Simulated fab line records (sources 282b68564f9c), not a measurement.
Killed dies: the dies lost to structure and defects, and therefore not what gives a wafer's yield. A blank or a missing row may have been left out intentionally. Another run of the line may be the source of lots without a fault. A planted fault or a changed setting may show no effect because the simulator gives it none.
Struck lot and sound lot, side by side :: flow rit_cmos :: 44 out of 202 route steps
Sound: wafers L919.1, L919.2, L919.6. Wafers struck: L912.2, L912.5, L912.6. At the end, the cause is stated.
Order at every step that has rows: each side's tool, ch and its chambers, its first start. Under that, the readings that differ: sound wafers :: struck wafers :: difference of the means :: sigmas: that difference in standard deviations of wafers without a fault.
alike: readings whose means differ by less than 2 such deviations, and words and numbers that are the same on both sides. not compared: withheld readings, readings that some wafer has no value for, bounds like >300 that may hide the same value, and numbers for which the record gives no deviation and whose values overlap.
The two part at a step that has a row with sigmas, a row that says differs or no value, or rows on one side only. When numbers do not overlap yet have no deviation, they are printed without sigmas and do not part them. A reading missing from all wafers of one side parts the sides only when that side holds two or more wafers.

first, 3 steps without rows for these wafers: RIT_REOX_CLEAN_01 (cleans in dHF, time 30 s); RIT_REOX_CLEAN_02 (cleans in SC2, time 600 s); RIT_REOX_OXIDATION_03 (target thk 25.2 nm, ox time 5580 s).
RIT_REOX_THK_MEAS_04:
  sound on film_metro-01 at day 6 13:38; struck on film_metro-04 at day 5 02:01
  alike: REOX_OXIDE_THK
then, 6 steps without rows for these wafers: RIT_NLDD_HMDS_00 (prime time 60 s); RIT_NLDD_COAT_01 (resist thk 1000 nm); RIT_NLDD_SOFTBAKE_02 (time 60 s); RIT_NLDD_EXPOSE_03 (exposes mask M7, target cd 40700 nm); RIT_NLDD_PEB_04; RIT_NLDD_DEVELOP_05 (develop time 50 s).
RIT_NLDD_OVL_MEAS_06:
  sound on overlay-01 at day 6 14:32; struck on overlay-02 at day 5 03:49
  alike: NLDD_OVL
then, 1 step without rows for these wafers: RIT_NLDD_HARDBAKE_07 (time 60 s).
RIT_NLDD_IMPLANT_08:
  sound on implanter-02 ch 0, day 6 14:43; struck on implanter-03 ch 0, day 5 04:14
reading: tilt_deg (degrees)
sound: 7.023 6.985 6.972
struck: 6.253 6.238 6.266
difference: -0.741
sigmas: -39
RIT_NLDD_STRIP_09: strips in O2, time 180 s.
  sound on plasma_asher-04 ch 0,1, day 6 14:52; struck on plasma_asher-04 ch 0,1, day 5 04:21
  alike: drypump_motor_current_A, rf_refl_power_W
  not compared: rf_hours_counter_h
RIT_NLDD_TW_MEAS_10:
  sound on film_metro-02 at day 6 15:03; struck on film_metro-02 at day 5 04:32
  alike: NLDD_TW
then, 6 steps without rows for these wafers: RIT_PLDD_HMDS_00 (prime time 60 s); RIT_PLDD_COAT_01 (resist thk 1000 nm); RIT_PLDD_SOFTBAKE_02 (time 60 s); RIT_PLDD_EXPOSE_03 (exposes mask M8, target cd 40900 nm); RIT_PLDD_PEB_04; RIT_PLDD_DEVELOP_05 (develop time 50 s).
RIT_PLDD_OVL_MEAS_06:
  sound on overlay-01 at day 6 16:03; struck on overlay-01 at day 5 10:17
  alike: PLDD_OVL
then, 2 steps without rows for these wafers: RIT_PLDD_HARDBAKE_07 (time 60 s); RIT_PLDD_IMPLANT_08.
RIT_PLDD_STRIP_09: strips in O2, time 180 s.
  sound on plasma_asher-02 ch 0,1, day 6 16:29; struck on plasma_asher-01 ch 0,1, day 5 10:37
  alike: drypump_motor_current_A, rf_refl_power_W
  not compared: rf_hours_counter_h
RIT_PLDD_TW_MEAS_10:
  sound on film_metro-03 at day 6 16:40; struck on film_metro-03 at day 5 10:49
  alike: PLDD_TW
then, 4 steps without rows for these wafers: RIT_SPACER_CLEAN_00 (cleans in SC1, time 600 s); RIT_SPACER_CLEAN_01 (cleans in dHF, time 30 s); RIT_SPACER_CLEAN_02 (cleans in SC2, time 600 s); RIT_SPACER_CVD_03 (deposits Si3N4 from SiH2Cl2/NH3, target thk 250 nm, time 3300 s).
RIT_SPACER_THK_MEAS_04:
  sound on film_metro-04 at day 6 19:01; struck on film_metro-04 at day 5 13:09
  alike: SPACER_NITRIDE_THK
RIT_SPACER_ETCHBACK_05: etches Si3N4 in SF6/CHF3, stops on SiO2, target depth 250 nm, time 240 s.
  sound on rie_diel-02 ch 0,3, day 6 19:05; struck on rie_diel-02 ch 0,1,3, day 5 13:12
  alike: drypump_motor_current_A, oes_product_au, throttle_valve_pct
  not compared: rf_hours_counter_h
then, 6 steps without rows for these wafers: RIT_NSD_HMDS_00 (prime time 60 s); RIT_NSD_COAT_01 (resist thk 1000 nm); RIT_NSD_SOFTBAKE_02 (time 60 s); RIT_NSD_EXPOSE_03 (exposes mask M9, target cd 40700 nm); RIT_NSD_PEB_04; RIT_NSD_DEVELOP_05 (develop time 50 s).
RIT_NSD_OVL_MEAS_06:
  sound on overlay-01 at day 6 20:21; struck on overlay-01 at day 5 14:43
  alike: NSD_OVL
then, 2 steps without rows for these wafers: RIT_NSD_HARDBAKE_07 (time 60 s); RIT_NSD_IMPLANT_08.
RIT_NSD_STRIP_09: strips in O2, time 180 s.
  sound on plasma_asher-03 ch 0,1, day 6 20:43; struck on plasma_asher-04 ch 0,1, day 5 15:02
  alike: drypump_motor_current_A, rf_refl_power_W
  not compared: rf_hours_counter_h
RIT_SDANNEAL_RS_MEAS_07: a four-point-probe measurement.
  sound on film_metro-03 at day 6 23:11; struck on film_metro-01 at day 5 18:41
reading: NLDD_RS (ohm/sq)
sound: 151.6 151.4 151.3
struck: - - -
difference: no value on the struck wafers
sigmas: 
RIT_M1_PROBE_99:
  sound on prober-02 at day 7 06:40; struck on prober-01 at day 6 08:19
reading: model.etest.nmos_turned.drive_ua_um
sound: 316.5 318.2 312.9
struck: 360.4 358.3 355.1
difference: +42.1
sigmas: 
  alike: killed_at_contacts, killed_at_front_end, killed_dies, killed_open, killed_short

## WHERE THEY PART
Earliest at RIT_NLDD_IMPLANT_08; latest, in this record, at RIT_SDANNEAL_RS_MEAS_07. Later steps at which nothing parts them and some readings are alike: RIT_M1_PROBE_99.

WHY: what had been put in by the simulator
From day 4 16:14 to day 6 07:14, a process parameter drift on implanter-03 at RIT_NLDD_IMPLANT_08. Setting tilt_deg, moved by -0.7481, from 7. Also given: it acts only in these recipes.
